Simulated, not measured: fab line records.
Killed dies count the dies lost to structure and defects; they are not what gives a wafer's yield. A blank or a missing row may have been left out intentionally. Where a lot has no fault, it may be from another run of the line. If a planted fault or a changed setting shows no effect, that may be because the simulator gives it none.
fab line records	flow ritCmos
[record] lots = 14	wafers = 42	lastDay = 7
route steps=202 shown GATE@83 CONTACT@176 M1@202
lots that met no fault: from a run of the same line without faults
startH: hours from the record's opening day to when the first of the lot's shown wafers began	waitH: hours elapsed since this lot's preceding step	" as in the row above	L1.1+2: several wafers, shown together as one row	- either no value or no given start	* or withheld: withheld	< > ~ a bound
route shown NAME@n: a module of which the file shows steps, and the number in the route of the first	usual: the fault-free wafers' mean and standard deviation	same: alike in all rows	chamber/n: place in a boat	sites: readings site by site	_std_site: standard deviation of those values	_edge_site: the outer-site mean with the inner-site mean subtracted	radiusMm: how far each site lies from the wafer's centre	mask NAME#n: copy n	behind: the most recent tool/chamber to have shaped the wafer	hold: why the lot was held/for how many hours/how that ended	device: which transistor (n, p or np) failed to switch	end of line: tests run on the same wafers once the route is complete	a step without rows: its recipe alone	killed: dies lost to structure and defects at the first sort, not the wafer's yield	map: dies across one wafer; x = killed, . = not, _ = none there
set.NAME: the setting that was run; set.NAME@STEP: the one run at that earlier step	model.NAME: the simulator's own value behind a step, which no gauge read
one table for each step of the route and one row for each wafer, over a sample of lots
services: when a tool's chamber went out of use (startH, in hours from the record's first day, below 0 if earlier), for how many hours, and the reason
[[steps]]
[step RIT_GATE_THK_MEAS_07]
[recipe] reads = SiO2_of_GATE_OXIDATION_05
[usual] GATE_OXIDE_THK = 3.02/0.074
lot.wafer	tool	chamber	startH	waitH	GATE_OXIDE_THK[nm]
L774.1	filmMetro-03	-	36.52	0.0	3.17
L774.2	"	-	"	"	3.17
L774.4	"	-	"	"	3.16
L776.2	filmMetro-02	-	49.50	0.0	3.10
L776.4	"	-	"	"	2.98
L776.6	"	-	"	"	3.00
L777.1	filmMetro-03	-	52.93	0.0	2.89
L777.4	"	-	"	"	2.78
L777.6	"	-	"	"	2.87
L778.1	filmMetro-02	-	57.15	0.0	3.07
L778.3	"	-	"	"	2.96
L778.4	"	-	"	"	3.04
L779.1	filmMetro-04	-	63.65	0.0	3.07
L779.3	"	-	"	"	2.93
L779.5	"	-	"	"	3.02
L781.1	filmMetro-03	-	79.60	0.0	3.07
L781.2	"	-	"	"	3.03
L781.3	"	-	"	"	2.95
L782.2	filmMetro-02	-	81.52	0.0	2.94
L782.5	"	-	"	"	3.06
L782.6	"	-	"	"	2.96
L784.2	filmMetro-02	-	89.97	0.0	3.11
L784.4	"	-	"	"	3.02
L784.5	"	-	"	"	3.04
L785.2	filmMetro-04	-	95.29	0.0	3.03
L785.3	"	-	"	"	2.88
L785.6	"	-	"	"	2.99
L786.1	filmMetro-03	-	98.54	0.0	3.11
L786.3	"	-	"	"	3.03
L786.4	"	-	"	"	3.10
L789.1	filmMetro-04	-	115.07	0.0	3.13
L789.4	"	-	"	"	3.11
L789.5	"	-	"	"	3.08
L795.3	filmMetro-02	-	140.53	0.0	2.93
L795.4	"	-	"	"	3.06
L795.6	"	-	"	"	2.98
L796.1	filmMetro-04	-	149.30	0.0	2.92
L796.3	"	-	"	"	2.95
L796.4	"	-	"	"	2.98
L797.1	filmMetro-04	-	153.14	0.0	3.06
L797.4	"	-	"	"	3.04
L797.5	"	-	"	"	3.05
[step RIT_CONTACT_CD_MEAS_08]
[recipe] targetCdNm = 1000
[usual] cdNm = 1000.1/1.9
lot.wafer	tool	chamber	startH	waitH	cdNm
L774.1	cdSem-01	-	54.86	-	1001.3
L774.2	"	-	"	"	1000.1
L774.4	"	-	"	"	1002.2
L776.2	cdSem-02	-	68.01	-	998.4
L776.4	"	-	"	"	999.5
L776.6	"	-	"	"	999.9
L777.1	cdSem-02	-	73.40	-	1002.7
L777.4	"	-	"	"	1003.1
L777.6	"	-	"	"	1002.9
L778.1	cdSem-01	-	75.83	-	1004.9
L778.3	"	-	"	"	1002.0
L778.4	"	-	"	"	1005.7
L779.1	cdSem-01	-	81.22	-	1000.8
L779.3	"	-	"	"	1001.3
L779.5	"	-	"	"	1001.7
L781.1	cdSem-02	-	98.17	-	999.7
L781.2	"	-	"	"	1002.3
L781.3	"	-	"	"	999.5
L782.2	cdSem-02	-	100.98	-	1001.5
L782.5	"	-	"	"	1000.5
L782.6	"	-	"	"	999.4
L784.2	cdSem-02	-	108.16	-	1001.2
L784.4	"	-	"	"	1000.4
L784.5	"	-	"	"	1000.9
L785.2	cdSem-02	-	114.18	-	999.2
L785.3	"	-	"	"	998.6
L785.6	"	-	"	"	998.7
L786.1	cdSem-02	-	117.08	-	1001.1
L786.3	"	-	"	"	997.9
L786.4	"	-	"	"	999.5
L789.1	cdSem-01	-	133.03	-	998.2
L789.4	"	-	"	"	996.2
L789.5	"	-	"	"	997.2
L795.3	cdSem-01	-	160.55	-	1003.1
L795.4	"	-	"	"	1001.7
L795.6	"	-	"	"	1001.5
L796.1	cdSem-02	-	167.27	-	997.8
L796.3	"	-	"	"	999.9
L796.4	"	-	"	"	998.8
L797.1	cdSem-02	-	171.70	-	997.7
L797.4	"	-	"	"	998.5
L797.5	"	-	"	"	996.8
[step RIT_CONTACT_ETCH_11]
[recipe] targetDepthA = 4800	overEtchFrac = 0.2	stopOn = TiSi2	chemistry = CHF3/CF4/Ar	target = SiO2	CHF3_flow_sccm = 50	cf4FlowSccm = 10	Ar_flow_sccm = 100	O2_flow_sccm = 5	pressureMtorr = 100	rfW = 200	timeS = 320
[usual] CHF3_flow_sccm = 50.00/0.15	drypumpMotorCurrentA = 5.8/0.36	oesProductAu = 0.995/0.016	rfFwdPowerW = 199.6/0.63	throttleValvePct = 8.90/0.1
lot.wafer	tool	chamber	startH	waitH	CHF3_flow_sccm	drypumpMotorCurrentA	oesProductAu	rfFwdPowerW	rfHoursCounterH	throttleValvePct
L774.1	rieDiel-03	1	55.16	0.1	49.81	5.4	0.959	200.1	159	8.68
L774.2	"	2	"	"	49.85	5.9	0.992	200.2	5	8.81
L774.4	"	1	"	"	49.69	5.5	0.956	200.2	-	8.66
L776.2	rieDiel-02	1	68.30	0.1	49.91	5.8	0.990	198.7	88	9.04
L776.4	"	3	"	"	49.82	5.5	1.018	199.5	3	8.87
L776.6	"	2	"	"	50.12	5.5	0.971	200.5	-	8.94
L777.1	rieDiel-03	2	73.70	0.1	49.95	5.9	0.986	199.4	6	8.82
L777.4	"	1	"	"	49.85	5.4	0.958	200.1	159	8.67
L777.6	"	1	"	"	49.88	5.4	0.959	200.1	-	8.67
L778.1	rieDiel-01	2	76.13	0.1	50.15	6.5	0.975	200.8	143	9.08
L778.3	"	1	"	"	49.88	6.0	1.015	199.6	8	8.82
L778.4	"	0	"	"	49.86	5.7	1.004	199.6	93	8.89
L779.1	rieDiel-03	0	81.52	0.1	49.77	5.8	0.992	198.9	48	8.85
L779.3	"	3	"	"	50.07	5.8	0.992	199.4	26	8.85
L779.5	"	3	"	"	50.03	5.7	0.989	199.7	-	8.85
L781.1	rieDiel-03	3	98.48	0.1	49.90	5.8	1.004	199.7	27	8.84
L781.2	"	2	"	"	50.00	5.9	0.986	199.6	6	8.82
L781.3	"	0	"	"	49.96	5.8	0.980	199.6	48	8.82
L782.2	rieDiel-01	3	101.26	0.1	49.93	5.2	1.013	199.7	6	8.94
L782.5	"	2	"	"	50.23	6.5	0.976	200.2	-	9.08
L782.6	"	3	"	"	50.24	5.2	1.012	199.9	-	8.94
L784.2	rieDiel-03	0	108.54	0.1	49.97	5.8	0.985	119.1	48	8.84
L784.4	"	3	"	"	49.88	5.8	0.995	198.7	-	8.84
L784.5	"	2	"	"	50.06	5.9	0.993	200.2	-	8.82
L785.2	rieDiel-02	2	114.47	0.1	49.79	5.5	0.974	199.2	120	8.94
L785.3	"	3	"	"	50.08	5.5	1.022	199.4	4	8.88
L785.6	"	1	"	"	49.95	5.8	0.981	200.3	-	9.04
L786.1	rieDiel-01	2	117.39	0.1	50.18	6.5	0.996	199.9	144	9.07
L786.3	"	3	"	"	50.03	5.2	1.015	200.1	7	8.95
L786.4	"	0	"	"	49.81	5.7	1.003	199.2	-	8.90
L789.1	rieDiel-03	0	133.34	0.1	49.88	5.8	0.987	119.1	49	8.85
L789.4	"	3	"	"	50.13	5.8	0.997	199.4	-	8.84
L789.5	"	2	"	"	49.84	5.9	0.991	199.9	-	8.81
L795.3	rieDiel-01	1	160.89	0.1	49.98	6.0	1.013	200.5	9	8.80
L795.4	"	3	"	"	50.01	5.2	1.013	199.1	8	8.96
L795.6	"	1	"	"	50.07	6.0	1.011	200.9	-	8.80
L796.1	rieDiel-01	0	167.58	0.1	50.00	5.7	1.003	199.7	94	8.87
L796.3	"	2	"	"	49.86	6.5	0.986	199.8	145	9.08
L796.4	"	1	"	"	49.59	6.0	1.015	200.3	10	8.82
L797.1	rieDiel-01	0	172.01	0.1	49.83	5.7	1.010	199.9	95	8.89
L797.4	"	3	"	"	50.34	5.2	1.016	200.6	-	8.96
L797.5	"	0	"	"	49.98	5.7	1.010	200.9	-	8.90
[step RIT_CONTACT_STRIP_12]
[recipe] chemistry = O2	timeS = 180	resist = NOVOLAK	platenTempC = withheld	powerW = 500	pressureMtorr = 4000	o2FlowSccm = 4000
[usual] drypumpMotorCurrentA = 5.7/0.31
lot.wafer	tool	chamber	startH	waitH	drypumpMotorCurrentA	rfHoursCounterH
L774.1	plasmaAsher-03	1	55.36	0.1	5.4	25
L774.2	"	0	"	"	5.5	25
L774.4	"	0	"	"	5.5	-
L776.2	plasmaAsher-04	0	68.50	0.1	5.5	43
L776.4	"	0	"	"	5.5	-
L776.6	"	1	"	"	6.5	-
L777.1	plasmaAsher-02	1	73.90	0.1	5.7	44
L777.4	"	1	"	"	5.8	-
L777.6	"	0	"	"	5.6	-
L778.1	plasmaAsher-04	0	76.33	0.1	5.4	44
L778.3	"	0	"	"	5.5	-
L778.4	"	1	"	"	6.5	-
L779.1	plasmaAsher-03	0	81.72	0.1	5.5	28
L779.3	"	1	"	"	5.4	-
L779.5	"	0	"	"	5.5	-
L781.1	plasmaAsher-02	0	98.68	0.1	5.6	47
L781.2	"	1	"	"	5.7	47
L781.3	"	1	"	"	5.7	-
L782.2	plasmaAsher-02	0	101.46	0.1	5.6	48
L782.5	"	0	"	"	5.6	-
L782.6	"	1	"	"	5.8	-
L784.2	plasmaAsher-03	1	108.73	0.1	5.4	31
L784.4	"	0	"	"	5.5	-
L784.5	"	0	"	"	5.6	-
L785.2	plasmaAsher-02	1	114.67	0.1	5.8	50
L785.3	"	1	"	"	5.7	-
L785.6	"	1	"	"	5.8	-
L786.1	plasmaAsher-02	1	117.59	0.1	5.7	50
L786.3	"	1	"	"	5.8	-
L786.4	"	0	"	"	5.6	-
L789.1	plasmaAsher-04	1	133.53	0.1	6.4	2
L789.4	"	1	"	"	6.5	-
L789.5	"	1	"	"	6.5	-
L795.3	plasmaAsher-02	0	161.14	0.2	5.6	-
L795.4	"	1	"	"	5.7	-
L795.6	"	1	"	"	5.7	-
L796.1	plasmaAsher-02	1	167.77	0.1	5.7	55
L796.3	"	0	"	"	5.6	-
L796.4	"	1	"	"	5.8	-
L797.1	plasmaAsher-02	1	172.20	0.1	5.8	55
L797.4	"	0	"	"	5.6	-
L797.5	"	1	"	"	5.8	-
[step RIT_M1_PROBE_99]
[usual] killed_at_M0_to_M3 = 0.0/0.12	killedAtContacts = 0.1/0.25	killedAtFrontEnd = 6.8/2.7	killedDies = 6.8/2.7	killedOnRim = 1.7/1.2	killedOpen = 3.4/1.8	killedShort = 3.5/1.7
[same] grossDies = 264	killed_at_M4_up = 0	killedAtBackSide = 0	killedAtOther = 0
lot.wafer	tool	chamber	startH	waitH	killed_at_M0_to_M3	killedAtContacts	killedAtFrontEnd	killedDies	killedOnRim	killedOpen	killedShort
L774.1	prober-01	-	60.19	0.1	0	0	4	4	0	2	2
L774.2	prober-01	-	60.24	0.1	0	0	4	4	0	4	0
L774.4	prober-01	-	60.34	0.2	0	0	5	5	2	2	3
L776.2	prober-01	-	73.20	0.1	0	0	11	11	3	7	4
L776.4	prober-01	-	73.30	0.2	0	1	6	7	1	4	3
L776.6	prober-01	-	73.40	0.2	0	0	5	5	0	3	2
L777.1	prober-02	-	78.70	0.1	0	0	9	9	2	5	4
L777.4	prober-02	-	78.85	0.2	0	0	7	7	1	4	3
L777.6	prober-02	-	78.95	0.2	0	0	5	5	3	0	5
L778.1	prober-01	-	81.14	0.1	0	0	13	13	4	6	7
L778.3	prober-01	-	81.24	0.2	0	0	3	3	0	2	1
L778.4	prober-01	-	81.29	0.2	0	0	5	5	0	2	3
L779.1	prober-02	-	86.54	0.1	0	0	7	7	2	3	4
L779.3	prober-02	-	86.64	0.2	0	0	11	11	3	6	5
L779.5	prober-02	-	86.74	0.2	0	0	16	16	4	8	8
L781.1	prober-01	-	127.30	0.1	0	0	4	4	1	1	3
L781.2	prober-01	-	127.35	0.1	0	0	7	7	4	4	3
L781.3	prober-01	-	127.40	0.2	0	0	5	5	1	2	3
L782.2	prober-01	-	127.65	0.4	0	0	4	4	1	2	2
L782.5	prober-01	-	127.80	0.5	0	0	6	6	2	2	4
L782.6	prober-01	-	127.85	0.6	0	0	7	7	1	4	3
L785.2	prober-01	-	127.95	0.7	0	1	8	9	3	7	2
L785.3	prober-01	-	128.00	0.8	0	0	1	1	0	1	0
L785.6	prober-01	-	128.15	0.8	0	0	5	5	1	4	1
L784.2	prober-01	-	128.55	1.2	0	195	3	198	60	0	3
L784.4	prober-01	-	128.65	1.3	0	0	5	5	1	5	0
L784.5	prober-01	-	128.70	1.3	0	0	2	2	2	0	2
L786.1	prober-01	-	129.10	1.7	0	0	8	8	1	4	4
L786.3	prober-01	-	129.20	1.7	0	0	11	11	2	7	4
L786.4	prober-01	-	129.25	1.8	0	0	7	7	2	3	4
L789.1	prober-01	-	138.31	0.1	0	251	6	257	70	2	4
L789.4	prober-01	-	138.46	0.2	0	0	6	6	2	2	4
L789.5	prober-01	-	138.51	0.2	0	0	9	9	1	5	4
L795.3	prober-02	-	166.03	0.2	0	0	6	6	1	3	3
L795.4	prober-02	-	166.08	0.2	0	0	8	8	0	4	4
L795.6	prober-02	-	166.18	0.2	0	0	12	12	4	4	8
L796.1	prober-01	-	172.46	0.1	0	0	8	8	2	5	3
L796.3	prober-01	-	172.56	0.2	0	0	11	11	4	6	5
L796.4	prober-01	-	172.61	0.2	0	0	4	4	0	1	3
L797.1	prober-02	-	176.88	0.1	1	0	4	5	2	2	3
L797.4	prober-02	-	177.03	0.2	0	0	11	11	1	7	4
L797.5	prober-02	-	177.08	0.2	0	0	7	7	3	3	4
// killed by level:class
L774.1 GATE:geometricParticle:open=1 GATE:geometricParticle:short=1 SPACER:geometricParticle:open=1 SILICIDE:geometricParticle:short=1
L774.2 SPACER:geometricParticle:open=2 GATE:geometricParticle:open=1 SILICIDE:geometricParticle:open=1
L774.4 FOX2:geometricParticle:short=2 SPACER:geometricParticle:open=2 FOX1:geometricParticle:short=1
L776.2 GATE:geometricParticle:open=6 FOX1:geometricParticle:short=2 GATE:geometricParticle:short=1 SPACER:geometricParticle:short=1 SILICIDE:geometricParticle:open=1
L776.4 GATE:geometricParticle:short=3 FOX1:geometricParticle:open=2 GATE:geometricParticle:open=1 CONTACT:geometricParticle:open=1
L776.6 GATE:geometricParticle:open=2 FOX2:geometricParticle:short=1 REOX:geometricParticle:open=1 SILICIDE:geometricParticle:short=1
L777.1 GATE:geometricParticle:open=2 SILICIDE:geometricParticle:open=2 FOX1:geometricParticle:open=1 GATE:geometricParticle:short=1 REOX:geometricParticle:short=1 SPACER:geometricParticle:short=1 SILICIDE:geometricParticle:short=1
L777.4 FOX1:geometricParticle:short=2 REOX:geometricParticle:open=2 FOX1:geometricParticle:open=1 REOX:geometricParticle:short=1 SPACER:geometricParticle:open=1
L777.6 GATE:geometricParticle:short=2 FOX1:geometricParticle:short=1 REOX:geometricParticle:short=1 SILICIDE:geometricParticle:short=1
L778.1 GATE:geometricParticle:open=4 GATE:geometricParticle:short=3 FOX2:geometricParticle:short=2 SILICIDE:geometricParticle:open=2 REOX:geometricParticle:short=1 SPACER:geometricParticle:short=1
L778.3 GATE:geometricParticle:open=2 FOX2:geometricParticle:short=1
L778.4 GATE:geometricParticle:short=2 FOX1:geometricParticle:short=1 FOX1:geometricParticle:open=1 GATE:geometricParticle:open=1
L779.1 GATE:geometricParticle:open=2 GATE:geometricParticle:short=2 SILICIDE:geometricParticle:short=2 REOX:geometricParticle:open=1
L779.3 GATE:geometricParticle:short=3 GATE:geometricParticle:open=2 FOX1:geometricParticle:open=1 FOX2:geometricParticle:open=1 REOX:geometricParticle:short=1 REOX:geometricParticle:open=1 SPACER:geometricParticle:open=1 SILICIDE:geometricParticle:short=1
L779.5 GATE:geometricParticle:open=6 GATE:geometricParticle:short=4 SILICIDE:geometricParticle:short=2 FOX2:geometricParticle:short=1 REOX:geometricParticle:open=1 REOX:geometricParticle:short=1 SILICIDE:geometricParticle:open=1
L781.1 GATE:geometricParticle:short=3 GATE:geometricParticle:open=1
L781.2 FOX1:geometricParticle:open=1 FOX2:geometricParticle:open=1 GATE:geometricParticle:open=1 GATE:geometricParticle:short=1 REOX:geometricParticle:short=1 REOX:geometricParticle:open=1 SILICIDE:geometricParticle:short=1
L781.3 GATE:geometricParticle:open=2 GATE:geometricParticle:short=1 REOX:geometricParticle:short=1 SPACER:geometricParticle:short=1
L782.2 GATE:geometricParticle:open=1 REOX:geometricParticle:short=1 SILICIDE:geometricParticle:short=1 SILICIDE:geometricParticle:open=1
L782.5 FOX2:geometricParticle:short=2 GATE:geometricParticle:short=1 REOX:geometricParticle:open=1 SPACER:geometricParticle:short=1 SILICIDE:geometricParticle:open=1
L782.6 FOX2:geometricParticle:open=2 FOX2:geometricParticle:short=1 GATE:geometricParticle:short=1 GATE:geometricParticle:open=1 REOX:geometricParticle:open=1 SPACER:geometricParticle:short=1
L785.2 GATE:geometricParticle:open=3 SPACER:geometricParticle:open=3 GATE:geometricParticle:short=2 CONTACT:geometricParticle:open=1
L785.3 SPACER:geometricParticle:open=1
L785.6 SILICIDE:geometricParticle:open=2 FOX1:geometricParticle:short=1 FOX1:geometricParticle:open=1 GATE:geometricParticle:open=1
L784.2 CONTACT:areaEtch=195 GATE:geometricParticle:short=2 SILICIDE:geometricParticle:short=1
L784.4 FOX2:geometricParticle:open=2 SPACER:geometricParticle:open=2 GATE:geometricParticle:open=1
L784.5 GATE:geometricParticle:short=1 SILICIDE:geometricParticle:short=1
L786.1 GATE:geometricParticle:short=3 FOX2:geometricParticle:open=1 REOX:geometricParticle:short=1 REOX:geometricParticle:open=1 SPACER:geometricParticle:open=1 SILICIDE:geometricParticle:open=1
L786.3 GATE:geometricParticle:open=3 SPACER:geometricParticle:short=3 REOX:geometricParticle:open=2 SPACER:geometricParticle:open=2 REOX:geometricParticle:short=1
L786.4 FOX1:geometricParticle:short=2 FOX1:geometricParticle:open=1 SILICIDE:geometricParticle:short=1 GATE:geometricParticle:open=1 REOX:geometricParticle:open=1 SPACER:geometricParticle:short=1
L789.1 CONTACT:areaEtch=251 REOX:geometricParticle:short=2 GATE:geometricParticle:short=1 REOX:geometricParticle:open=1 SPACER:geometricParticle:open=1 SILICIDE:geometricParticle:short=1
L789.4 GATE:geometricParticle:open=2 GATE:geometricParticle:short=2 FOX2:geometricParticle:short=1 SILICIDE:geometricParticle:short=1
L789.5 GATE:geometricParticle:short=3 FOX2:geometricParticle:open=2 FOX1:geometricParticle:short=1 GATE:geometricParticle:open=1 REOX:geometricParticle:open=1 SILICIDE:geometricParticle:open=1
L795.3 GATE:geometricParticle:short=3 FOX2:geometricParticle:open=1 REOX:geometricParticle:open=1 SILICIDE:geometricParticle:open=1
L795.4 FOX2:geometricParticle:open=2 GATE:geometricParticle:open=2 REOX:geometricParticle:short=2 FOX2:geometricParticle:short=1 SILICIDE:geometricParticle:short=1
L795.6 GATE:geometricParticle:short=3 REOX:geometricParticle:short=2 SILICIDE:geometricParticle:open=2 SILICIDE:geometricParticle:short=2 FOX2:geometricParticle:short=1 GATE:geometricParticle:open=1 REOX:geometricParticle:open=1
L796.1 GATE:geometricParticle:open=3 FOX1:geometricParticle:short=1 FOX2:geometricParticle:open=1 GATE:geometricParticle:short=1 SPACER:geometricParticle:open=1 SILICIDE:geometricParticle:short=1
L796.3 GATE:geometricParticle:open=4 GATE:geometricParticle:short=3 SPACER:geometricParticle:short=2 FOX1:geometricParticle:open=1 SILICIDE:geometricParticle:open=1
L796.4 SPACER:geometricParticle:short=2 SPACER:geometricParticle:open=1 SILICIDE:geometricParticle:short=1
L797.1 FOX1:geometricParticle:open=1 GATE:geometricParticle:open=1 GATE:geometricParticle:short=1 SPACER:geometricParticle:short=1 M1:geometricParticle:short=1
L797.4 GATE:geometricParticle:open=3 SPACER:geometricParticle:open=3 GATE:geometricParticle:short=2 SPACER:geometricParticle:short=2 REOX:geometricParticle:open=1
L797.5 GATE:geometricParticle:short=2 SPACER:geometricParticle:open=2 REOX:geometricParticle:open=1 REOX:geometricParticle:short=1 SPACER:geometricParticle:short=1
[[services]]
tool	chamber	startH	hours	kind
rieDiel-03	0	46.53	12.1	repair
plasmaAsher-04	-	78.79	21.3	repair
rieDiel-02	0	90.66	1.9	repair
rieDiel-01	3	95.37	2.0	repair
rieDiel-03	1	105.81	-	clean
rieDiel-03	1	105.81	32.3	scheduledDown
rieDiel-03	1	105.81	32.3	ventCycle
rieDiel-01	1	107.04	16.2	repair
plasmaAsher-04	-	108.75	9.0	pm
plasmaAsher-04	0	108.75	9.0	ventCycle
plasmaAsher-04	1	108.75	9.0	ventCycle
plasmaAsher-04	0	117.75	-	clean
plasmaAsher-04	1	117.75	-	clean
plasmaAsher-02	-	126.35	4.3	pm
rieDiel-02	-	132.06	2.8	pm
rieDiel-02	0	135.72	15.4	repair
rieDiel-03	-	163.90	0.6	repair
rieDiel-03	0	164.78	6.3	repair
rieDiel-03	-	168.30	0.4	repair
rieDiel-01	1	171.50	2.0	repair
[[key]]
[firstSign] step = RIT_CONTACT_ETCH_11	reading = rfFwdPowerW	direction = down	sigmas = 99+	usual = 199.6	struck = 119.1
[effect] step = RIT_M1_PROBE_99	reading = killedAtContacts	direction = up	sigmas = 99+	usual = 0.1	struck = 223
[moreKillsBornAt] RIT_CONTACT_ETCH_11@rieDiel-03 = 446
metAt RIT_CONTACT_ETCH_11
struckLots L784,L789
struckWafers L784.2,L789.1
laterRowsLeftOut L784.2,L789.1
testerLeftOut L784,L789
notActingAt RIT_GATE_THK_MEAS_07,RIT_CONTACT_CD_MEAS_08,RIT_CONTACT_STRIP_12
onsetBetween 98.48 108.54
[fault] kind = processParameterDrift	tool = rieDiel-03	chamber = 0	onsetH = 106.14	steps = RIT_CONTACT_ETCH_11	channel = rfW	offset = -80	shape = step	endH = 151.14	actsIn = theseRecipesOnly	stated = 200
// testerLeftOut: of these lots the tester's yield and bins aren't shown, on N5 and GAA mostly nor the transistor test; their killed dies are dies lost to structure and defects alone, not to doping, threshold or leakage, so they don't give the yield
// laterRowsLeftOut: the simulator's readings of these wafers behind a module that went badly wrong aren't trusted and aren't shown, but for the sort
